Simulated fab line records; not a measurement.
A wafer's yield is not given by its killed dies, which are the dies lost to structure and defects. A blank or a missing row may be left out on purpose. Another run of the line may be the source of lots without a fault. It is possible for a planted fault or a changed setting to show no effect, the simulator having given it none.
Which tool was responsible? ; flow rit-cmos ; Sampling: 14 lots, 42 wafers, 2 of 202 route steps

WHAT THE GAUGES READ, wafer by wafer
The record holds no reading of a measuring or inspecting step that can be judged against a usual standard deviation.

WHAT TOOL EACH LOT RAN ON (gives the tool, then ch and the chambers of the sampled wafers, and finally the start)
lot;RIT_NRETRO_IMPLANT_08;RIT_M1_PROBE_99
L497;implanter-02 ch 0, day 2 06:12;-
L498;implanter-04 ch 0, day 2 11:23;-
L500;implanter-04 ch 0, day 2 21:11;-
L501;implanter-03 ch 0, day 3 01:23;-
L502;implanter-03 ch 0, day 3 07:44;-
L503;implanter-03 ch 0, day 3 11:52;-
L508;implanter-02 ch 0, day 4 12:09;prober-02, day 5 17:45
L509;implanter-02 ch 0, day 4 17:28;-
L510;implanter-02 ch 0, day 4 22:12;prober-02, day 6 06:09
L514;implanter-04 ch 0, day 5 19:06;prober-02, day 6 21:44
L515;implanter-03 ch 0, day 5 23:23;-
L516;implanter-04 ch 0, day 6 05:58;-
L517;implanter-03 ch 0, day 6 11:48;prober-02, day 7 17:35
L519;implanter-04 ch 0, day 6 19:07;-
- RIT_NRETRO_IMPLANT_08
- RIT_M1_PROBE_99

AS READ BY THE TOOLS THEMSELVES (means over the sampled wafers that have a number; for cases with no such wafer, the mark the record gives instead)
RIT_NRETRO_IMPLANT_08. Usual: beam-energy-keV 70.005, standard deviation 0.024.
lot;tool;beam-energy-keV;flag
L497;implanter-02;70.025;
L498;implanter-04;70.017;
L500;implanter-04;69.998;
L501;implanter-03;70.008;
L502;implanter-03;70.016;
L503;implanter-03;70.004;
L508;implanter-02;69.994;
L509;implanter-02;75.258;OFF
L510;implanter-02;75.263;OFF
L514;implanter-04;70.018;
L515;implanter-03;69.988;
L516;implanter-04;69.967;
L517;implanter-03;69.989;
L519;implanter-04;70.040;

RIT_M1_PROBE_99. Usual: killed_at_M0_to_M3 0.0, standard deviation 0.14; killed-at-contacts 0.0, standard deviation 0.16; killed-at-front-end 7, standard deviation 3; killed-dies 7, standard deviation 3; killed-open 3.5, standard deviation 2; killed-short 3.6, standard deviation 2.1.
lot;tool;killed_at_M0_to_M3;killed-at-contacts;killed-at-front-end;killed-dies;killed-open;killed-short;flag
L508;prober-02;0.0;0.0;7;7;2.0;5.0;
L510;prober-02;0.0;0.0;8;8;3.0;5.0;
L514;prober-02;0.0;0.0;6;6;3.3;3.0;
L517;prober-02;0.0;0.0;10;10;4.7;5.0;

THE ANSWER, worked out from the rows above alone
Rule: a lot counts as off when the mean over its wafers that have a number is more than 3 standard deviations away from the usual mean. A lot without any number at a reading at which 4 lots or more have one is off too. The other lots that the step has rows for count as sound. After the gauges, taken in route order, come the tools' own readings; for these a lot's mean is taken, as printed above. At the first step where some lot is off, the reading lying furthest off is the one used; lots without a number count as furthest.
Off: L509, L510, at RIT_NRETRO_IMPLANT_08 (beam-energy-keV).
A tool fits if, at that step or a process step before it, it ran every lot that is off, and no sound lot after the first of them. One fits: implanter-02 at RIT_NRETRO_IMPLANT_08. A fault onset in the window from L508 (day 4 12:09, its last sound lot) to L509 (day 4 17:28, its first lot off) fits.
The tool's own readings at RIT_NRETRO_IMPLANT_08 bear it out: on the lots that are off they differ by more than 5 times the standard deviation of the sound lots' means. beam-energy-keV reads 75.261 there against 70.005 on the sound lots.

WHAT HAD BEEN PUT IN BY THE SIMULATOR
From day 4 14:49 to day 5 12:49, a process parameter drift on implanter-02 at RIT_NRETRO_IMPLANT_08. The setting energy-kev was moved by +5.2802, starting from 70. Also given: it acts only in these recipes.
Lots struck among those shown: L509, L510. The same result came from the rule above.
